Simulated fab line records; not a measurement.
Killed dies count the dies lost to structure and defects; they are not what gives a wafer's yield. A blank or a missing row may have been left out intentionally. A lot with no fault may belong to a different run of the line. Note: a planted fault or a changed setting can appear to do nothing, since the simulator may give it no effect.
Which of the tools did it? | flow berkeleyCmos170 | 39 wafers from 13 lots sampled at 5 of the route's 331 steps

== WHAT THE GAUGES READ, wafer by wafer ==
UCB170_PWELL_TW_MEAS_17.
lot  | measured    | on           | PWELL_TW
L527 | day 3 03:46 | filmMetro-04 | 379 379 378
L528 | day 3 14:43 | filmMetro-01 | 377 376 376
L529 | day 3 22:17 | filmMetro-03 | 380 381 380
L530 | day 3 22:28 | filmMetro-04 | 381 381 380
L534 | day 5 00:17 | filmMetro-01 | 377 376 375
L537 | day 5 08:16 | filmMetro-03 | 384 382 383
L539 | day 5 23:45 | filmMetro-04 | 379 379 380
L541 | day 6 07:43 | filmMetro-01 | 378 377 376
L542 | day 6 15:32 | filmMetro-03 | 384 383 386
L545 | day 7 01:47 | filmMetro-01 | 378 378 378
L548 | day 7 17:40 | filmMetro-04 | 377 381 379
L549 | day 7 17:51 | filmMetro-03 | 384 386 384
L550 | day 8 04:59 | filmMetro-01 | 377 377 377

UCB170_ACTIVE_THK_MEAS_03.
lot  | measured    | on           | ACTIVE_OXIDE_THK (nm)
L527 | day 4 01:16 | filmMetro-02 | 25.6 25.9 25.7
L528 | day 4 19:37 | filmMetro-02 | 26.1 26.6 26.7
L529 | day 5 03:05 | filmMetro-03 | 27.0 26.5 26.5
L530 | day 5 03:05 | filmMetro-04 | 27.4 27.5 27.8
L534 | day 5 21:17 | filmMetro-03 | 26.6 26.7 26.7
L537 | day 6 08:25 | filmMetro-03 | 25.9 26.7 26.5
L539 | day 6 22:37 | filmMetro-02 | 27.7 26.8 27.0
L541 | day 7 11:24 | filmMetro-03 | 26.6 26.6 26.4
L542 | day 7 15:50 | filmMetro-04 | 26.7 26.7 26.9
L545 | day 8 05:33 | filmMetro-03 | 26.4 26.2 25.9
L548 | day 8 18:25 | filmMetro-03 | 25.3 25.4 25.6
L549 | day 8 18:27 | filmMetro-02 | 26.2 25.9 25.9
L550 | day 9 03:31 | filmMetro-02 | 25.8 25.9 25.5

UCB170_FIELD_THK_MEAS_91.
lot  | measured     | on           | FIELD_OXIDE_LEFT_2_THK (nm)
L527 | day 6 02:37  | filmMetro-03 | 367 369 367
L528 | day 6 17:36  | filmMetro-03 | 359 359 361
L529 | day 7 07:10  | filmMetro-01 | 352 351 353
L530 | day 7 06:26  | filmMetro-04 | 356 365 364
L534 | day 8 03:25  | filmMetro-01 | 358 360 360
L537 | day 8 11:29  | filmMetro-01 | 347 353 352
L539 | day 9 03:29  | filmMetro-03 | 355 359 350
L541 | day 9 14:16  | filmMetro-03 | 353 355 349
L542 | day 9 14:04  | filmMetro-03 | 334 337 346
L545 | day 10 05:38 | filmMetro-01 | 345 346 335
L548 | day 10 19:22 | filmMetro-01 | 333 352 340
L549 | day 10 19:05 | filmMetro-04 | 353 339 345
L550 | day 11 11:04 | filmMetro-01 | 359 367 353

== TOOL THAT RAN EACH LOT (tool first, then ch and the chambers of the sampled wafers, then the start) ==
lot  | UCB170_PFIELD_COAT_01           | UCB170_PFIELD_STRIP_08
L527 | lithoTrack-03 ch 0, day 4 12:05 | plasmaAsher-03 ch 1, day 4 13:04
L528 | lithoTrack-02 ch 0, day 5 07:23 | plasmaAsher-03 ch 0,1, day 5 08:35
L529 | lithoTrack-03 ch 0, day 5 12:59 | plasmaAsher-01 ch 0,1, day 5 14:28
L530 | lithoTrack-04 ch 0, day 5 13:13 | plasmaAsher-03 ch 0,1, day 5 14:45
L534 | lithoTrack-02 ch 0, day 6 11:30 | plasmaAsher-01 ch 0,1, day 6 12:45
L537 | lithoTrack-03 ch 0, day 6 18:06 | plasmaAsher-02 ch 0,1, day 6 19:38
L539 | lithoTrack-03 ch 0, day 7 11:03 | plasmaAsher-03 ch 1, day 7 11:58
L541 | lithoTrack-02 ch 0, day 7 23:26 | plasmaAsher-03 ch 0,1, day 8 01:05
L542 | lithoTrack-02 ch 0, day 8 01:11 | plasmaAsher-03 ch 0,1, day 8 02:29
L545 | lithoTrack-02 ch 0, day 8 15:56 | plasmaAsher-03 ch 1, day 8 16:56
L548 | lithoTrack-04 ch 0, day 9 06:22 | plasmaAsher-01 ch 0,1, day 9 07:28
L549 | lithoTrack-02 ch 0, day 9 06:28 | plasmaAsher-03 ch 0,1, day 9 07:49
L550 | lithoTrack-02 ch 0, day 9 14:20 | plasmaAsher-02 ch 0,1, day 9 15:26
- UCB170_PFIELD_COAT_01: resist thk 900 nm.
- UCB170_PFIELD_STRIP_08: strips in O2.

== WHAT THE TOOLS THEMSELVES READ (means of the sampled wafers that have a number; where no wafer has one, the mark that the record gives instead) ==
UCB170_PFIELD_COAT_01.
lot  | tool          | exhaustPa (Pa) | spinSpeedRpm (rpm)
L527 | lithoTrack-03 | 44.6           | 1500.1
L528 | lithoTrack-02 | 44.5           | 1500.8
L529 | lithoTrack-03 | 44.2           | 1500.8
L530 | lithoTrack-04 | 44.6           | 1500.7
L534 | lithoTrack-02 | 45.0           | 1499.2
L537 | lithoTrack-03 | 44.4           | 1272.7
L539 | lithoTrack-03 | 45.6           | 1272.9
L541 | lithoTrack-02 | 45.0           | 1501.6
L542 | lithoTrack-02 | 45.1           | 1499.5
L545 | lithoTrack-02 | 44.3           | 1498.5
L548 | lithoTrack-04 | 44.7           | 1500.4
L549 | lithoTrack-02 | 44.2           | 1500.8
L550 | lithoTrack-02 | 44.0           | 1498.7

UCB170_PFIELD_STRIP_08.
lot  | tool           | drypumpMotorCurrentA (A) | o2FlowSccm (sccm) | oesProductAu (a.u.) | stripTimeToEndpointS (s)
L527 | plasmaAsher-03 | 5.2                      | 400.2             | 0.733               | 21.67
L528 | plasmaAsher-03 | 5.6                      | 400.5             | 0.735               | 21.69
L529 | plasmaAsher-01 | 6.1                      | 399.2             | 0.735               | 21.62
L530 | plasmaAsher-03 | 5.6                      | 401.5             | 0.733               | 21.62
L534 | plasmaAsher-01 | 6.2                      | 400.5             | 0.731               | 21.58
L537 | plasmaAsher-02 | 6.2                      | 400.7             | 0.735               | 23.48
L539 | plasmaAsher-03 | 5.2                      | 400.5             | 0.733               | 23.46
L541 | plasmaAsher-03 | 5.6                      | 398.6             | 0.736               | 21.68
L542 | plasmaAsher-03 | 5.4                      | 400.5             | 0.737               | 21.64
L545 | plasmaAsher-03 | 5.3                      | 401.5             | 0.732               | 21.70
L548 | plasmaAsher-01 | 6.2                      | 400.9             | 0.732               | 21.64
L549 | plasmaAsher-03 | 5.5                      | 399.7             | 0.733               | 21.71
L550 | plasmaAsher-02 | 6.3                      | 400.1             | 0.732               | 21.71

== THE ANSWER, worked out from the rows above alone ==
Rule: the usual values come from the lots themselves. The widest of any qualifying gaps counts: lots, ordered by their means at a reading, are off when they make up no more than a third of the lots, leave a main group of 4 or more, and stand apart from it by 3 or more times the standard deviation of that group's means. If all means in a main group match to the digits the tables above print for the reading, that group is not used. Also off: a lot with no number at a reading for which 4 or more lots have one. Where the step has rows for the other lots, those lots are counted as sound. First the gauges in route order, then the tools' own readings, where a lot's mean is used as printed above. At the first step where some lot is off, the reading lying furthest off is the one used; lots without a number count as furthest.
Off: L537, L539 (UCB170_PFIELD_COAT_01, spinSpeedRpm). Main group: mean 1500.1 rpm, sd 0.95.
A tool fits if, at that step or a process step before it, it ran every lot that is off, and no sound lot after the first of them. One fits: UCB170_PFIELD_COAT_01 on lithoTrack-03. A fault onset in the window from L529 (day 5 12:59, its last sound lot) to L537 (day 6 18:06, its first lot off) fits.
On the lots that are off, the tool's own readings at UCB170_PFIELD_COAT_01 differ by more than 5 times the standard deviation of the sound lots' means, which bears it out; spinSpeedRpm reads 1272.8 rpm there versus 1500.1 rpm on the sound lots.

== WHAT THE SIMULATOR HAD PUT IN ==
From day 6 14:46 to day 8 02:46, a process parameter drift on lithoTrack-03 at UCB170_PFIELD_COAT_01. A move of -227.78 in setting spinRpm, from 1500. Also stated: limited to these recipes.
Shown lots that were struck: L537, L539. The rule above reached the same finding.
